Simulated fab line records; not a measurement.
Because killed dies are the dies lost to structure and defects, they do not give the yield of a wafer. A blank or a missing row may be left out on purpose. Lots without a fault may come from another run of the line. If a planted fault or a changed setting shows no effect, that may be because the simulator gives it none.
Code-filled problem report in 8D (eight disciplines) form ; flow rit-cmos ; the parts of the form that need people (team, actions taken, sign-off) are left out

## 1. PROBLEM STATEMENT
CONTACT_TEOS_THK at RIT_CONTACT_THK_MEAS_01 reads a mean of 217 nm on 1 wafer of 1 lot; wafers without a fault read 401 nm with a standard deviation of 5. That is -37 standard deviations from the usual mean.
Earliest sighting: wafer L270.1 on film-metro-03 at day 6 16:51. At this step, 39 wafers from 13 lots have a number in the record. Rule for "out", or "out of limits": more than 4 standard deviations from the usual mean. Any other wafer with a number is counted as sound.

## 2. WHAT IT IS, WHAT IT ISN'T
question;is;is not
which readings at this step;CONTACT_TEOS_THK;-
which lots;L270;L254, L255, L256, L257, L258, L259, L260, L261, L263, L272, L274, L275
which wafers of those lots;L270.1;L270.5, L270.6
read on which gauges;film-metro-03;film-metro-02, film-metro-04
when;from day 6 16:51;"up to then (29 sound wafers); but 9 sound wafers of L272, L274, L275 came after"

## 3. THE SUSPECTS, EACH WITH WHAT RULES IT OUT
Counting: a tool at a process step up to the reading stays a suspect if it ran every lot that is out. Sound lots after the first of them don't rule it out here, since some wafers of a struck lot are sound.
- the gauge at RIT_CONTACT_THK_MEAS_01: kept. All the wafers that are out were read on film-metro-03, and no step on other tools shows them out.
- rtp-anneal-01 at RIT_SILICIDE_RTA_06 (time 10 s, ramp up 5 s, ramp down 10 s): kept. L270, the lot that is out, went through it at day 6 16:44; up to then, the latest sound lot through it was L260 at day 4 19:13.
- pecvd-04 at RIT_CONTACT_CVD_00 (deposits SiO2 from TEOS, target thk 400 nm, time 61 s): kept. L270, the lot that is out, went through it at day 6 16:48; up to then, the latest sound lot through it was L261 at day 4 21:35.
- In pecvd-04 at RIT_CONTACT_CVD_00, the wafers that are out were processed in chamber 0 and their sound lot-mates in chambers 1, 2.
After the count, these remain: rtp-anneal-01 at RIT_SILICIDE_RTA_06, pecvd-04 at RIT_CONTACT_CVD_00 and film-metro-03 at RIT_CONTACT_THK_MEAS_01.

## 4. THE CAUSE (what the simulator had put in)
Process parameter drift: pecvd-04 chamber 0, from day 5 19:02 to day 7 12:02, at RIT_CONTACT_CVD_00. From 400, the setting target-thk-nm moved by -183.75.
After counting, 3 suspects remain, this tool included.

## 5. THE EFFECT CHAIN, in route order
Each row: a reading whose mean over the struck wafers that have a number lies more than 3 standard deviations from the usual. Only readings for which the record gives a usual standard deviation are gone through. hours: the time from each lot's start at the first step in this table that gives one to its start at this step, as a median over the lots. sigmas: the change in usual standard deviations.
hours;step;reading;usual;on struck wafers;change;sigmas
0;RIT_CONTACT_THK_MEAS_01;CONTACT_TEOS_THK;401 nm;217;-184;-37

## 6. HOW IT WOULD HAVE BEEN CAUGHT EARLIER
The first out-of-limits reading at a measuring or inspecting step in this record came at day 6 16:51, 22 hours after the fault's start at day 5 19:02.
No tool reading at RIT_CONTACT_CVD_00 that has a usual standard deviation in the record was out on any struck wafer, so an alarm limit of 4 standard deviations on those readings would not have fired.
Lots out: 1; all had begun RIT_CONTACT_CVD_00 on pecvd-04 by day 6 16:51. Tool hold at that time: it would have spared none of them.
